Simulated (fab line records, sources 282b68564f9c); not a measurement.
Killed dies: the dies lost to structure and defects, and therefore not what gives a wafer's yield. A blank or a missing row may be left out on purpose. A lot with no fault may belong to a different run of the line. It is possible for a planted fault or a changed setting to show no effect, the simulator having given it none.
The same fault as seen by 2 desks | flow rit-cmos | each desk has only its own numbers; what lay behind them comes last

FROM THE METROLOGY DESK
What the gauges read for every lot (on any tool): the sampled wafers with a number, averaged. Any lot whose mean is over 4 standard deviations away from the usual mean is out of limits and marked OUT; that distance is given in the brackets.
Columns: A = cd-nm at RIT_ACTIVE_CD_MEAS_11, usual 1399.8 nm; B = FIELD_OXIDE_LEFT_2_THK at RIT_FOX2_THK_MEAS_91, usual 258 nm; C = REOX_OXIDE_THK at RIT_REOX_THK_MEAS_04, usual 25.3 nm; D = NSD_TW at RIT_NSD_TW_MEAS_10, usual 3114
lot  | first seen here | A                | B   | C    | D
L700 | day 1 17:28     | 1400.1           | 260 | 25.1 | 3074
L701 | day 1 20:36     | 1398.4           | 254 | 25.5 | 3147
L702 | day 2 00:52     | 1398.6           | 262 | 25.7 | 3068
L704 | day 2 11:05     | 1402.3           | 256 | 25.1 | 3106
L705 | day 2 16:20     | 1399.2           | 264 | 24.9 | 3143
L706 | day 2 21:55     | 1400.4           | 249 | 25.5 | 3092
L710 | day 3 16:57     | 1376.9 (-10) OUT | 256 | 25.2 | 3113
L714 | day 4 18:08     | 1396.6           | 254 | 25.7 | 3145
L718 | day 5 08:49     | 1398.8           | 255 | 25.4 | 3144
L719 | day 5 13:53     | 1399.9           | 261 | 26.1 | 3126
L721 | day 6 03:02     | 1399.8           | 265 | 25.9 | 3085
L722 | day 6 05:15     | 1401.3           | 255 | 24.6 | 3138
L723 | day 6 09:30     | 1401.6           | 257 | 24.8 | 3101
This desk finds L710 out of limits, L710 being first, at day 3 16:57 (cd-nm at RIT_ACTIVE_CD_MEAS_11). In limits: L700, L701, L702, L704, L705, L706, L714, L718, L719, L721, L722, L723.

TOOL OWNER'S DESK, litho-track-03
The tool's own readings at RIT_ACTIVE_DEVELOP_10 (develop time 50 s): means of the sampled wafers that have a number, for each lot that ran on this tool. Any lot whose mean is over 4 standard deviations away from the usual mean is out of limits and marked OUT; that distance is given in the brackets.
Columns: A = developer-temp-C at RIT_ACTIVE_DEVELOP_10, usual 23.04 C
lot  | first seen here | A
L700 | day 1 17:00     | 23.00
L702 | day 2 00:00     | 22.98
L704 | day 2 10:00     | 23.06
L705 | day 2 16:00     | 23.08
L706 | day 2 21:00     | 23.04
L710 | day 3 16:00     | 23.12
This desk's finding: nothing out of limits on any of the 6 lots.

ALL TOGETHER
At day 3 16:57 the metrology desk could have sounded an alarm, on L710.
The tool owner's desk saw nothing out of limits.
On record at the tool owner's desk: L710, within its limits.
All the named lots went through RIT_ACTIVE_DEVELOP_10 on litho-track-03.

WHAT THE SIMULATOR PUT IN
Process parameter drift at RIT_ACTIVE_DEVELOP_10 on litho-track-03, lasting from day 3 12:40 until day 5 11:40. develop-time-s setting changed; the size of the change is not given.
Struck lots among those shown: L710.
Delay in hours, fault start to first out-of-limits reading, per desk: metrology desk 4.
